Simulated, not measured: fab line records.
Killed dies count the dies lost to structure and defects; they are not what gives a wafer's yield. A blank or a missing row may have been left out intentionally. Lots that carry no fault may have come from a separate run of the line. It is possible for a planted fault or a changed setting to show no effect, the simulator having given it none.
Problem report in the 8D (eight disciplines) form, filled by code -- flow berkeley_cmos170 -- the parts of the form that need people (team, actions taken, sign-off) are left out

== 1. WHAT IS WRONG ==
run_length_s at UCB170_NSD_SOFTBAKE_02 reads a mean of 87.37 s on 6 wafers of 2 lots; wafers without a fault read 89.19 s with a standard deviation of 0.11. Measured from the usual mean, that is -17 standard deviations.
The step: time 60 s.
The first sign was on wafer L145.1 at day 12 05:49, on litho_track-03. The record holds 42 wafers of 14 lots with a number at this step. The rule behind "out" and "out of limits": a value lying over 4 standard deviations away from the usual mean. Any other wafer with a number is counted as sound.

== 2. WHAT THIS IS AND IS NOT ==
question,is,is not
which readings at this step,"run_length_s, heater_power_total_W",-
which lots,"L145, L146","L127, L128, L130, L131, L132, L137, L138, L139, L140, L144, L147, L148"
which wafers of those lots,all that have a number,-
read on which tools,litho_track-03,"litho_track-01, litho_track-04"
when,from day 12 05:49,"up to then (30 sound wafers); but 6 sound wafers of L147, L148 came after"

== 3. WHAT RULES OUT EACH SUSPECT ==
Counting: a tool at any process step up to the reading remains a suspect when it ran all the lots that are out and ran no sound lot after the first of those.
- litho_track-03 at UCB170_NSD_SOFTBAKE_02 (time 60 s): kept. Every lot that is out went through it, starting with L145 (day 12 05:49), and after that it ran no sound lot; the last sound lot it ran before then is L139 (day 11 03:55). On those wafers its own readings are out: heater_power_total_W, run_length_s.
The count leaves litho_track-03 at UCB170_NSD_SOFTBAKE_02.

== 4. THE CAUSE (what the simulator had put in) ==
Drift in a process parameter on litho_track-03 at UCB170_NSD_SOFTBAKE_02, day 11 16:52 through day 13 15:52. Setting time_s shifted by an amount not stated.
Only this tool survived the counting.

== 5. SEQUENCE OF EFFECTS, ordered by route ==
One row per reading whose mean, taken over the struck wafers that have a number, lies over 3 standard deviations from the usual. Only readings for which the record gives a usual standard deviation are gone through. hours: the time from each lot's start at the first step in this table that gives one to its start at this step, as a median over the lots. sigmas: the change in usual standard deviations.
hours,step,reading,usual,on struck wafers,change,sigmas
0,UCB170_NSD_SOFTBAKE_02,heater_power_total_W,56.80 W,57.22,+0.42,+9.7
0,UCB170_NSD_SOFTBAKE_02,run_length_s,89.19 s,87.37,-1.82,-17
Here are the process steps it includes:
- UCB170_NSD_SOFTBAKE_02: time 60 s.

== 6. HOW IT WOULD HAVE BEEN CAUGHT EARLIER ==
First out-of-limits reading in this record: day 12 05:49, which is 13 hours after fault onset at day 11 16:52.
